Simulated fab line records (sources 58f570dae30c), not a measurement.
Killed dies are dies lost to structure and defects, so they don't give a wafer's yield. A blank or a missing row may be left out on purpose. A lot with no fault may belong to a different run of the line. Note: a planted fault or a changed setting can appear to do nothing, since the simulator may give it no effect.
What tool caused it? -- flow berkeley_cmos170 -- 13 lots, 39 wafers sampled, at 5 steps of a route of 331

## WHAT THE GAUGES READ, wafer by wafer
UCB170_CONTACT_THK_MEAS_02.
lot,measured,on,CONTACT_PSG_THK (nm)
L981,day 7 20:14,film_metro-04,688 694 688
L982,day 8 08:52,film_metro-02,694 696 691
L985,day 8 23:16,film_metro-03,694 693 696
L986,day 9 01:48,film_metro-04,708 707 706
L984,day 9 01:49,film_metro-03,705 695 702
L987,day 9 12:11,film_metro-02,699 701 694
L988,day 9 12:12,film_metro-03,699 700 700
L992,day 10 16:35,film_metro-03,701 704 704
L994,day 10 16:35,film_metro-02,704 696 704
L997,day 11 09:00,film_metro-03,699 705 699
L102,day 12 12:22,film_metro-03,708 701 712
L103,day 12 12:22,film_metro-02,710 714 707
L104,day 13 07:18,film_metro-04,706 708 703

UCB170_V1_THK_MEAS_01.
lot,measured,on,V1_TEOS_THK (nm)
L981,day 8 02:05,film_metro-02,1992 1964 2033
L982,day 8 15:09,film_metro-04,2004 2064 2023
L985,day 9 05:25,film_metro-01,1985 1996 2027
L986,day 9 08:00,film_metro-02,1965 1949 2018
L984,day 9 09:21,film_metro-04,1969 1985 2006
L987,day 9 19:26,film_metro-01,1956 1952 1971
L988,day 9 20:47,film_metro-02,1984 2003 2006
L992,day 11 02:07,film_metro-04,1989 1979 2015
L994,day 11 02:07,film_metro-02,1964 1976 1992
L997,day 11 15:22,film_metro-04,1992 2041 2018
L102,day 12 20:56,film_metro-01,1980 2008 2263
L103,day 12 19:36,film_metro-01,1976 2004 2035
L104,day 13 13:54,film_metro-02,1992 1971 1974

UCB170_V1_CD_MEAS_12 targets a cd of 700 nm.
lot,measured,on,cd_nm (nm)
L981,day 8 03:54,cd_sem-02,699.1 698.7 699.7
L982,day 8 16:43,cd_sem-02,699.0 699.1 699.0
L985,day 9 07:12,cd_sem-01,702.4 701.9 701.7
L986,day 9 09:42,cd_sem-02,699.0 699.2 699.3
L984,day 9 14:11,cd_sem-02,698.0 699.3 698.4
L987,day 9 23:00,cd_sem-01,696.3 698.1 697.6
L988,day 9 22:46,cd_sem-01,699.4 699.2 699.4
L992,day 11 05:11,cd_sem-01,702.0 701.4 701.3
L994,day 11 04:58,cd_sem-02,699.3 699.8 699.8
L997,day 11 19:18,cd_sem-01,698.7 698.9 698.5
L102,day 13 02:08,cd_sem-02,702.5 701.6 701.3
L103,day 12 21:31,cd_sem-01,701.2 700.9 700.2
L104,day 13 16:43,cd_sem-02,699.8 700.7 701.8

## EACH LOT AND THE TOOL THAT RAN IT (in order: tool; ch and the chambers of the sampled wafers; start)
lot,UCB170_CONTACT_RTA_08,UCB170_V1_CVD_00
L981,"rtp_anneal-02 ch 0, day 7 21:01","pecvd-02 ch 0,2, day 8 01:55"
L982,"rtp_anneal-01 ch 0, day 8 09:55","pecvd-04 ch 0,2, day 8 15:00"
L985,"rtp_anneal-01 ch 0, day 9 00:04","pecvd-04 ch 1,2, day 9 05:15"
L986,"rtp_anneal-02 ch 0, day 9 02:46","pecvd-02 ch 0,2, day 9 07:50"
L984,"rtp_anneal-01 ch 0, day 9 02:46","pecvd-03 ch 0,1,2, day 9 09:11"
L987,"rtp_anneal-02 ch 0, day 9 12:59","pecvd-02 ch 1,2, day 9 19:17"
L988,"rtp_anneal-01 ch 0, day 9 13:01","pecvd-04 ch 1,2, day 9 20:37"
L992,"rtp_anneal-01 ch 0, day 10 19:38","pecvd-03 ch 0,1,2, day 11 01:57"
L994,"rtp_anneal-02 ch 0, day 10 19:43","pecvd-02 ch 1,2, day 11 01:57"
L997,"rtp_anneal-01 ch 0, day 11 09:47","pecvd-03 ch 0,1,2, day 11 15:12"
L102,"rtp_anneal-02 ch 0, day 12 14:38","pecvd-04 ch 0,2, day 12 20:46"
L103,"rtp_anneal-02 ch 0, day 12 14:34","pecvd-03 ch 0,1,2, day 12 19:26"
L104,"rtp_anneal-01 ch 0, day 13 08:05","pecvd-03 ch 0,1,2, day 13 13:47"
- UCB170_CONTACT_RTA_08: time 10 s.
- UCB170_V1_CVD_00: deposits SiO2 from TEOS/O2, target thk 2000 nm, time 250 s.

## AS READ BY THE TOOLS THEMSELVES (means over the sampled wafers that have a number; for cases with no such wafer, the mark the record gives instead)
UCB170_CONTACT_RTA_08.
lot,tool,anneal_temp_c_max,lamp_power_pct (%),wafer_temp_C_max
L981,rtp_anneal-02,903.3,22.9,904.5
L982,rtp_anneal-01,905.3,21.1,903.7
L985,rtp_anneal-01,904.2,21.1,904.3
L986,rtp_anneal-02,903.9,22.9,904.1
L984,rtp_anneal-01,904.9,21.1,904.6
L987,rtp_anneal-02,903.5,22.9,903.7
L988,rtp_anneal-01,906.7,21.1,904.5
L992,rtp_anneal-01,904.7,21.1,903.0
L994,rtp_anneal-02,903.8,22.9,903.2
L997,rtp_anneal-01,905.6,21.1,903.9
L102,rtp_anneal-02,903.7,22.9,903.1
L103,rtp_anneal-02,903.0,22.9,903.5
L104,rtp_anneal-01,904.6,21.1,903.7

UCB170_V1_CVD_00.
lot,tool,heater_power_w (W),run_length_s (s)
L981,pecvd-02,321,277.7
L982,pecvd-04,188,277.5
L985,pecvd-04,198,277.5
L986,pecvd-02,338,278.0
L984,pecvd-03,235,277.7
L987,pecvd-02,301,278.0
L988,pecvd-04,170,277.8
L992,pecvd-03,246,277.7
L994,pecvd-02,307,277.6
L997,pecvd-03,208,278.3
L102,pecvd-04,194,288.5
L103,pecvd-03,185,278.0
L104,pecvd-03,198,277.8

## THE ANSWER, worked out from the rows above alone
Rule: usual is defined by the lots themselves. The widest of any qualifying gaps counts: lots, ordered by their means at a reading, are off when they make up no more than a third of the lots, leave a main group of 4 or more, and stand apart from it by 3 or more times the standard deviation of that group's means. The tables above print the reading to a certain number of digits; a main group whose means all agree to those digits is not used. Also off: a lot with no number at a reading for which 4 or more lots have one. The other lots that the step has rows for count as sound. The gauges are gone through in route order, then the tools' own readings, and for those a lot's mean is taken as printed above. The first step at which some lot is off is used, and at that step the reading that is off furthest; a lot without a number counts as furthest.
Off at UCB170_V1_CVD_00 (run_length_s): L102. Main group: mean 277.8 s, sd 0.23.
A tool fits if, at that step or a process step before it, it ran every lot that is off, and no sound lot after the first of them. Can't be told from this: 2 tools fit, rtp_anneal-02 at UCB170_CONTACT_RTA_08, pecvd-04 at UCB170_V1_CVD_00.

## WHAT HAD BEEN PUT IN BY THE SIMULATOR
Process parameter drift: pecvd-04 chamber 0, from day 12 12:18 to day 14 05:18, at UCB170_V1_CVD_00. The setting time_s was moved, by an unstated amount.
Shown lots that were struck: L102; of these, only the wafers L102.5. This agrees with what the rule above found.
